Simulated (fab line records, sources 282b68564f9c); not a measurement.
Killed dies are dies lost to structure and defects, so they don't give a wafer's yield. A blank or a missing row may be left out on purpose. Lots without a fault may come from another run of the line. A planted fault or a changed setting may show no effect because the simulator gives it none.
fab line records | flow rit_cmos
record lots=13 wafers=39 last_day=8
route steps=202 shown NWELL@37 PWELL@45 PLDD@123 CONTACT@180 M1@202
lots that met no fault: from a run of the same line without faults
start_h: hours from the record's first day to the start of the lot's first wafer shown | wait_h: hours since the lot's step before | " the same as in the row above | L1.1+2: a row that stands for several wafers | - no value, or no start given | * or withheld: withheld | < > ~ a bound
route shown NAME@n: a module of which the file shows steps, and the number in the route of the first | usual: mean/standard deviation of fault-free wafers | same: alike in all rows | chamber/n: place in a boat | sites: the reading at each site | _std_site: their standard deviation | _edge_site: outer sites' mean less inner sites' | radius_mm: how far each site lies from the wafer's centre | mask NAME#n: copy n | behind: the tool/chamber that last shaped the wafer | hold: why the lot was held/for how many hours/how that ended | device: the transistor (n, p or np) that didn't switch | end of line: the same wafers' tests at the end of the route | a step without rows: its recipe alone | killed: dies lost to structure and defects at the first sort, not the wafer's yield | map: a wafer's dies, x killed, . not, _ none there
set.NAME: the setting as run; set.NAME@STEP: as run at that earlier step | model.NAME: the simulator's own value behind a step, which no gauge read
steps of the route over a sample of lots; a table a step, a row a wafer
services: from which hour (start_h, from the record's first day; less than 0 if before it) a tool's chamber was out of use, for how many hours, and why
## steps
# step RIT_NWELL_STRIP_09
# recipe chemistry=O2 time_s=180 resist=NOVOLAK platen_temp_c=withheld power_w=500 pressure_mtorr=4000 o2_flow_sccm=4000
# usual chamber_pressure_mTorr=4000/3.7 drypump_motor_current_A=5.85/0.3
# columns lot.wafer tool chamber start_h wait_h chamber_pressure_mTorr drypump_motor_current_A rf_hours_counter_h
L792.3 plasma_asher-03 1 23.33 0.1 3998 5.31 -
L792.4 " 0 " " 4004 6.02 -
L792.6 " 1 " " 3998 5.31 -
L793.2 plasma_asher-03 0 30.86 0.1 4003 6.02 24
L793.4 " 1 " " 4006 5.32 -
L793.6 " 1 " " 3998 5.31 -
L794.1 plasma_asher-02 1 34.50 0.1 4000 5.93 39
L794.3 " 1 " " 3997 5.91 -
L794.6 " 1 " " 4000 5.91 -
L795.1 plasma_asher-02 0 37.43 0.1 4000 6.18 40
L795.3 " 0 " " 4000 6.15 -
L795.6 " 0 " " 3997 6.15 -
L796.1 plasma_asher-03 0 41.97 0.1 4001 5.99 26
L796.5 " 0 " " 4006 5.99 -
L796.6 " 1 " " 3999 5.33 -
L797.1 plasma_asher-03 1 48.23 0.1 3993 5.31 26
L797.2 " 0 " " 4001 6.02 26
L797.4 " 0 " " 4000 6.01 -
L805.2 plasma_asher-01 0 87.02 0.1 4002 6.03 43
L805.5 " 0 " " 4002 6.03 -
L805.6 " 1 " " 3995 5.54 -
L806.2 plasma_asher-03 1 94.63 0.1 3998 5.33 31
L806.3 " 1 " " 3998 5.32 -
L806.5 " 0 " " 3998 6.00 -
L810.1 plasma_asher-03 1 113.13 0.1 4001 5.32 33
L810.4 " 0 " " 4002 6.01 -
L810.5 " 1 " " 4001 5.31 -
L812.1 plasma_asher-02 0 123.13 0.1 4001 6.17 49
L812.2 " 1 " " 4002 5.92 49
L812.6 " 1 " " 4001 5.92 -
L813.1 plasma_asher-02 1 127.52 0.1 4005 5.90 50
L813.3 " 0 " " 4002 6.16 -
L813.5 " 0 " " 4002 6.18 -
L814.1 plasma_asher-02 1 135.76 0.1 3999 5.91 51
L814.2 " 0 " " 3996 6.16 51
L814.4 " 1 " " 4010 5.91 -
L815.1 plasma_asher-02 1 138.56 0.1 4000 5.92 51
L815.2 " 0 " " 4004 6.15 51
L815.6 " 1 " " 4001 5.93 -
# step RIT_PWELL_OVL_MEAS_06
# usual PWELL_OVL=-0.1/1.3
# columns lot.wafer tool chamber start_h wait_h PWELL_OVL[nm]
L792.3 overlay-02 - 24.73 - -1.7
L792.4 " - " " 0.4
L792.6 " - " " -2.7
L793.2 overlay-02 - 31.98 - -0.5
L793.4 " - " " -0.6
L793.6 " - " " -0.9
L794.1 overlay-01 - 35.61 - -0.2
L794.3 " - " " -1.2
L794.6 " - " " 0.7
L795.1 overlay-01 - 38.55 - -0.7
L795.3 " - " " 0.0
L795.6 " - " " 1.4
L796.1 overlay-02 - 43.21 - -1.2
L796.5 " - " " 0.0
L796.6 " - " " -1.1
L797.1 overlay-01 - 49.34 - 2.5
L797.2 " - " " 1.1
L797.4 " - " " 0.6
L805.2 overlay-01 - 88.27 - -0.2
L805.5 " - " " -1.7
L805.6 " - " " -0.5
L806.2 overlay-02 - 95.75 - 1.2
L806.3 " - " " -0.1
L806.5 " - " " 2.3
L810.1 overlay-02 - 114.42 - 1.4
L810.4 " - " " 3.0
L810.5 " - " " 2.7
L812.1 overlay-01 - 124.37 - -2.3
L812.2 " - " " -1.1
L812.6 " - " " -2.2
L813.1 overlay-02 - 128.63 - 2.8
L813.3 " - " " -0.9
L813.5 " - " " -0.7
L814.1 overlay-02 - 136.87 - -1.9
L814.2 " - " " -0.8
L814.4 " - " " -0.1
L815.1 overlay-02 - 139.83 - 2.1
L815.2 " - " " 2.0
L815.6 " - " " 1.0
# step RIT_PLDD_STRIP_09
# recipe chemistry=O2 time_s=180 resist=NOVOLAK platen_temp_c=withheld power_w=500 pressure_mtorr=4000 o2_flow_sccm=4000
# usual chamber_pressure_mTorr=4000/3.2 drypump_motor_current_A=5.65/0.29
# columns lot.wafer tool chamber start_h wait_h chamber_pressure_mTorr drypump_motor_current_A rf_hours_counter_h
L792.3 plasma_asher-03 1 47.92 0.1 4002 5.31 -
L792.4 " 0 " " 4002 6.04 -
L792.6 " 0 " " 4004 5.98 -
L793.2 plasma_asher-03 1 55.00 0.1 4001 5.32 27
L793.4 " 1 " " 4002 5.33 -
L793.6 " 0 " " 3997 5.96 -
L794.1 plasma_asher-03 1 58.71 0.1 3994 5.33 27
L794.3 " 1 " " 4004 5.31 -
L794.6 " 1 " " 4004 5.32 -
L795.1 plasma_asher-03 1 61.75 0.1 4000 5.33 28
L795.3 " 0 " " 3997 5.95 -
L795.6 " 1 " " 4003 5.32 -
L796.1 plasma_asher-01 1 73.96 0.1 4002 5.55 41
L796.5 " 0 " " 3999 6.02 -
L796.6 " 1 " " 3996 5.59 -
L797.1 plasma_asher-03 0 80.59 0.1 4000 5.99 29
L797.2 " 1 " " 3996 5.32 29
L797.4 " 1 " " 4004 5.32 -
L805.2 plasma_asher-04 1 114.43 0.1 4003 5.63 46
L805.5 " 1 " " 4001 5.64 -
L805.6 " 0 " " 4002 5.42 -
L806.2 plasma_asher-01 0 118.14 0.1 3999 6.01 0
L806.3 " 1 " " 3997 5.54 -
L806.5 " 0 " " 4000 6.03 -
L810.1 plasma_asher-04 0 139.64 0.1 4006 5.45 48
L810.4 " 0 " " 4005 5.44 -
L810.5 " 0 " " 4004 5.43 -
L812.1 plasma_asher-04 1 150.98 0.1 4000 5.65 49
L812.2 " 0 " " 4001 5.42 49
L812.6 " 1 " " 4001 5.67 -
L813.1 plasma_asher-04 1 160.70 0.1 3999 5.64 50
L813.3 " 0 " " 3996 5.42 -
L813.5 " 1 " " 4005 5.63 -
L814.1 plasma_asher-03 0 164.44 0.1 3999 6.01 38
L814.2 " 1 " " 3996 5.32 38
L814.4 " 0 " " 3998 6.02 -
L815.1 plasma_asher-01 1 167.29 0.1 4005 5.57 5
L815.2 " 0 " " 4000 6.04 5
L815.6 " 0 " " 3999 6.02 -
# step RIT_CONTACT_STRIP_12
# recipe chemistry=O2 time_s=180 resist=NOVOLAK platen_temp_c=withheld power_w=500 pressure_mtorr=4000 o2_flow_sccm=4000
# usual chamber_pressure_mTorr=4000/3.6 drypump_motor_current_A=5.8/0.31
# columns lot.wafer tool chamber start_h wait_h chamber_pressure_mTorr drypump_motor_current_A rf_hours_counter_h
L792.3 plasma_asher-02 0 56.99 0.2 4001 6.2 -
L792.4 " 1 " " 3995 5.9 -
L792.6 " 1 " " 3999 5.9 -
L793.2 plasma_asher-04 0 64.59 0.1 3998 5.4 40
L793.4 " 1 " " 3998 5.6 -
L793.6 " 1 " " 3997 5.6 -
L794.1 plasma_asher-04 0 69.44 0.1 4004 5.4 41
L794.3 " 0 " " 3997 5.4 -
L794.6 " 0 " " 3996 5.4 -
L795.1 plasma_asher-02 0 71.30 0.1 3997 6.2 43
L795.3 " 0 " " 4000 6.2 -
L795.6 " 1 " " 3993 5.9 -
L796.1 plasma_asher-03 0 84.63 0.1 4003 6.0 30
L796.5 " 0 " " 4000 6.0 -
L796.6 " 1 " " 3996 5.3 -
L797.1 plasma_asher-03 1 89.85 0.1 4001 5.3 30
L797.2 " 0 " " 4003 6.0 30
L797.4 " 0 " " 4003 6.0 -
L805.2 plasma_asher-04 0 123.08 0.1 4000 5.4 47
L805.5 " 1 " " 4004 5.6 -
L805.6 " 0 " " 4003 5.4 -
L806.2 plasma_asher-02 0 126.91 0.1 3997 6.2 50
L806.3 " 1 " " 4000 5.9 -
L806.5 " 1 " " 3993 5.9 -
L810.1 plasma_asher-04 1 148.67 0.1 4002 5.6 49
L810.4 " 1 " " 3995 5.6 -
L810.5 " 0 " " 3993 5.4 -
L812.1 plasma_asher-03 1 160.02 0.1 3994 5.3 38
L812.2 " 0 " " 4000 6.0 38
L812.6 " 0 " " 3994 6.0 -
L813.1 plasma_asher-02 0 169.40 0.1 4008 6.2 54
L813.3 " 1 " " 3991 5.9 -
L813.5 " 1 " " 3999 5.9 -
L814.1 plasma_asher-04 1 173.51 0.1 3995 5.6 52
L814.2 " 0 " " 3999 5.4 52
L814.4 " 0 " " 4003 5.4 -
L815.1 plasma_asher-02 0 176.97 0.1 3998 6.2 55
L815.2 " 1 " " 4001 5.9 55
L815.6 " 1 " " 3996 5.9 -
# step RIT_M1_PROBE_99
# usual killed_at_M0_to_M3=0.0/0.12 killed_at_contacts=0.1/0.32 killed_at_front_end=6/3.1 killed_dies=7/3.2 killed_on_rim=1.7/1.4 killed_open=3.1/1.9 killed_short=3.5/2.2
# same gross_dies=264 killed_at_M4_up=0 killed_at_back_side=0 killed_at_other=0
# columns lot.wafer tool chamber start_h wait_h killed_at_M0_to_M3 killed_at_contacts killed_at_front_end killed_dies killed_on_rim killed_open killed_short
L792.3 prober-01 - 61.72 0.2 0 0 8 8 3 4 4
L792.4 prober-01 - 61.77 0.2 0 0 7 7 2 3 4
L792.6 prober-01 - 61.87 0.2 0 0 8 8 1 3 5
L793.2 prober-02 - 69.30 0.1 0 0 6 6 0 3 3
L793.4 prober-02 - 69.40 0.2 0 0 7 7 1 3 4
L793.6 prober-02 - 69.50 0.2 0 0 8 8 2 4 4
L794.1 prober-01 - 74.09 0.1 0 0 24 24 10 2 5
L794.3 prober-01 - 74.19 0.2 0 0 20 20 8 0 0
L794.6 prober-01 - 74.34 0.2 0 0 20 20 9 1 1
L795.1 prober-01 - 75.97 0.1 0 0 21 21 8 2 2
L795.3 prober-01 - 76.07 0.2 0 0 4 4 2 2 2
L795.6 prober-01 - 76.22 0.2 0 1 22 23 8 2 0
L796.1 prober-02 - 89.63 0.1 0 0 2 2 1 2 0
L796.5 prober-02 - 89.83 0.2 0 1 10 11 4 4 7
L796.6 prober-02 - 89.88 0.2 0 0 4 4 0 1 3
L797.1 prober-01 - 94.56 0.1 0 0 7 7 1 5 2
L797.2 prober-01 - 94.61 0.1 0 0 28 28 10 4 1
L797.4 prober-01 - 94.71 0.2 0 0 23 23 10 0 2
L805.2 prober-01 - 128.05 0.1 0 0 8 8 3 6 2
L805.5 prober-01 - 128.20 0.2 0 0 7 7 3 1 6
L805.6 prober-01 - 128.25 0.2 0 0 3 3 0 3 0
L806.2 prober-02 - 131.76 0.1 0 0 10 10 1 1 9
L806.3 prober-02 - 131.81 0.2 0 0 1 1 1 1 0
L806.5 prober-02 - 131.91 0.2 0 0 4 4 0 2 2
L810.1 prober-02 - 153.35 0.1 0 0 3 3 2 2 1
L810.4 prober-02 - 153.50 0.2 0 0 3 3 1 1 2
L810.5 prober-02 - 153.55 0.2 0 0 6 6 1 4 2
L812.1 prober-02 - 164.82 0.1 0 0 9 9 3 5 4
L812.2 prober-02 - 164.87 0.1 0 1 10 11 2 6 5
L812.6 prober-02 - 165.07 0.2 0 0 10 10 4 3 7
L813.1 prober-02 - 174.28 0.1 0 0 8 8 2 3 5
L813.3 prober-02 - 174.38 0.2 0 0 9 9 2 4 5
L813.5 prober-02 - 174.48 0.2 0 0 6 6 2 2 4
L814.1 prober-01 - 178.33 0.1 0 0 7 7 4 2 5
L814.2 prober-01 - 178.38 0.1 0 0 10 10 3 5 5
L814.4 prober-01 - 178.48 0.2 0 0 3 3 0 1 2
L815.1 prober-02 - 182.21 0.1 0 0 6 6 4 5 1
L815.2 prober-02 - 182.26 0.1 1 1 8 10 3 3 6
L815.6 prober-02 - 182.46 0.2 0 0 6 6 3 1 4
# killed by level:class
L792.3 GATE:geometric_particle:open=3 GATE:geometric_particle:short=2 SILICIDE:geometric_particle:short=2 FOX1:geometric_particle:open=1
L792.4 GATE:geometric_particle:short=4 GATE:geometric_particle:open=3
L792.6 GATE:geometric_particle:short=4 REOX:geometric_particle:open=2 GATE:geometric_particle:open=1 REOX:geometric_particle:short=1
L793.2 GATE:geometric_particle:short=2 GATE:geometric_particle:open=1 REOX:geometric_particle:open=1 REOX:geometric_particle:short=1 SILICIDE:geometric_particle:open=1
L793.4 GATE:geometric_particle:short=2 FOX1:geometric_particle:open=1 GATE:geometric_particle:open=1 REOX:geometric_particle:short=1 SPACER:geometric_particle:short=1 SPACER:geometric_particle:open=1
L793.6 FOX1:geometric_particle:open=2 SPACER:geometric_particle:short=2 FOX1:geometric_particle:short=1 FOX2:geometric_particle:open=1 GATE:geometric_particle:open=1 REOX:geometric_particle:short=1
L794.1 PLDD:unspecified=17 GATE:geometric_particle:short=3 REOX:geometric_particle:short=2 FOX1:geometric_particle:open=1 GATE:geometric_particle:open=1
L794.3 PLDD:unspecified=20
L794.6 PLDD:unspecified=18 REOX:geometric_particle:open=1 SILICIDE:geometric_particle:short=1
L795.1 PLDD:unspecified=17 GATE:geometric_particle:short=1 GATE:geometric_particle:open=1 REOX:geometric_particle:open=1 SPACER:geometric_particle:short=1
L795.3 GATE:geometric_particle:open=1 GATE:geometric_particle:short=1 REOX:geometric_particle:open=1 SPACER:geometric_particle:short=1
L795.6 PLDD:unspecified=21 REOX:geometric_particle:open=1 CONTACT:geometric_particle:open=1
L796.1 FOX2:geometric_particle:open=1 GATE:geometric_particle:open=1
L796.5 FOX1:geometric_particle:open=2 FOX1:geometric_particle:short=2 SPACER:geometric_particle:short=2 FOX2:geometric_particle:open=1 GATE:geometric_particle:short=1 SPACER:geometric_particle:open=1 SILICIDE:geometric_particle:short=1 CONTACT:geometric_particle:short=1
L796.6 GATE:geometric_particle:short=2 SPACER:geometric_particle:open=1 SILICIDE:geometric_particle:short=1
L797.1 REOX:geometric_particle:open=4 GATE:geometric_particle:short=1 SPACER:geometric_particle:short=1 SPACER:geometric_particle:open=1
L797.2 PLDD:unspecified=23 REOX:geometric_particle:open=3 GATE:geometric_particle:open=1 REOX:geometric_particle:short=1
L797.4 PLDD:unspecified=21 FOX1:geometric_particle:short=1 REOX:geometric_particle:short=1
L805.2 GATE:geometric_particle:open=3 REOX:geometric_particle:short=2 FOX1:geometric_particle:open=1 FOX2:geometric_particle:open=1 REOX:geometric_particle:open=1
L805.5 FOX1:geometric_particle:short=2 SPACER:geometric_particle:short=2 GATE:geometric_particle:short=1 GATE:geometric_particle:open=1 REOX:geometric_particle:short=1
L805.6 GATE:geometric_particle:open=1 REOX:geometric_particle:open=1 SILICIDE:geometric_particle:open=1
L806.2 REOX:geometric_particle:short=4 GATE:geometric_particle:short=3 FOX1:geometric_particle:short=1 FOX2:geometric_particle:open=1 SILICIDE:geometric_particle:short=1
L806.3 REOX:geometric_particle:open=1
L806.5 GATE:geometric_particle:short=2 SPACER:geometric_particle:open=1 SILICIDE:geometric_particle:open=1
L810.1 FOX1:geometric_particle:short=1 FOX1:geometric_particle:open=1 REOX:geometric_particle:open=1
L810.4 GATE:geometric_particle:short=2 GATE:geometric_particle:open=1
L810.5 SPACER:geometric_particle:open=2 FOX1:geometric_particle:short=1 FOX1:geometric_particle:open=1 GATE:geometric_particle:short=1 GATE:geometric_particle:open=1
L812.1 GATE:geometric_particle:short=2 GATE:geometric_particle:open=2 SPACER:geometric_particle:open=2 FOX1:geometric_particle:short=1 FOX1:geometric_particle:open=1 SILICIDE:geometric_particle:short=1
L812.2 GATE:geometric_particle:open=3 SPACER:geometric_particle:short=2 SILICIDE:geometric_particle:short=2 FOX1:geometric_particle:open=1 GATE:geometric_particle:short=1 SILICIDE:geometric_particle:open=1 CONTACT:geometric_particle:open=1
L812.6 GATE:geometric_particle:short=4 GATE:geometric_particle:open=1 REOX:geometric_particle:short=1 REOX:geometric_particle:open=1 SPACER:geometric_particle:short=1 SPACER:geometric_particle:open=1 SILICIDE:geometric_particle:short=1
L813.1 GATE:geometric_particle:short=5 GATE:geometric_particle:open=3
L813.3 GATE:geometric_particle:open=4 GATE:geometric_particle:short=3 REOX:geometric_particle:short=2
L813.5 GATE:geometric_particle:short=3 FOX2:geometric_particle:short=1 GATE:geometric_particle:open=1 SPACER:geometric_particle:open=1
L814.1 SILICIDE:geometric_particle:short=3 REOX:geometric_particle:short=2 GATE:geometric_particle:open=1 SILICIDE:geometric_particle:open=1
L814.2 GATE:geometric_particle:short=5 GATE:geometric_particle:open=3 REOX:geometric_particle:open=1 SPACER:geometric_particle:open=1
L814.4 GATE:geometric_particle:short=2 SPACER:geometric_particle:open=1
L815.1 GATE:geometric_particle:open=4 SILICIDE:geometric_particle:short=1 SILICIDE:geometric_particle:open=1
L815.2 SPACER:geometric_particle:short=3 FOX1:geometric_particle:short=1 FOX2:geometric_particle:short=1 SPACER:geometric_particle:open=1 SILICIDE:geometric_particle:short=1 SILICIDE:geometric_particle:open=1 CONTACT:geometric_particle:open=1 M1:coat_microbubble_printed=1
L815.6 GATE:geometric_particle:short=2 REOX:geometric_particle:short=1 SPACER:geometric_particle:short=1 SILICIDE:geometric_particle:open=1 NLDD:coat_microbubble_printed=1
## services
# columns tool chamber start_h hours kind
plasma_asher-01 - 43.43 1.2 repair
plasma_asher-04 - 49.04 2.8 pm
plasma_asher-04 - 85.90 2.0 repair
plasma_asher-04 - 89.52 2.1 repair
plasma_asher-01 - 108.75 9.0 pm
plasma_asher-01 0 108.75 9.0 vent_cycle
plasma_asher-01 1 108.75 9.0 vent_cycle
plasma_asher-01 0 117.75 - clean
plasma_asher-01 1 117.75 - clean
plasma_asher-03 - 173.98 4.1 repair
## key
first_sign step=RIT_M1_PROBE_99 reading=killed_at_front_end direction=up sigmas=5.1 usual=6 struck=23
effect step=RIT_M1_PROBE_99 reading=killed_dies direction=up sigmas=5.1 usual=7 struck=23
met_at RIT_PLDD_STRIP_09
struck_lots L794,L795,L797
struck_wafers L794.1,L794.3,L794.6,L795.1,L795.6,L797.2,L797.4
tester_left_out L794,L795,L797
not_acting_at RIT_NWELL_STRIP_09,RIT_PWELL_OVL_MEAS_06,RIT_CONTACT_STRIP_12
onset_between 55.00 58.71
fault kind=chamber_particle_source tool=plasma_asher-03 chamber=1 onset_h=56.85 steps=RIT_PLDD_STRIP_09 rate_per_visit_cm2=0.53743 end_h=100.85
# tester_left_out: of these lots the tester's yield and bins aren't shown, on N5 and GAA mostly nor the transistor test; their killed dies are dies lost to structure and defects alone, not to doping, threshold or leakage, so they don't give the yield
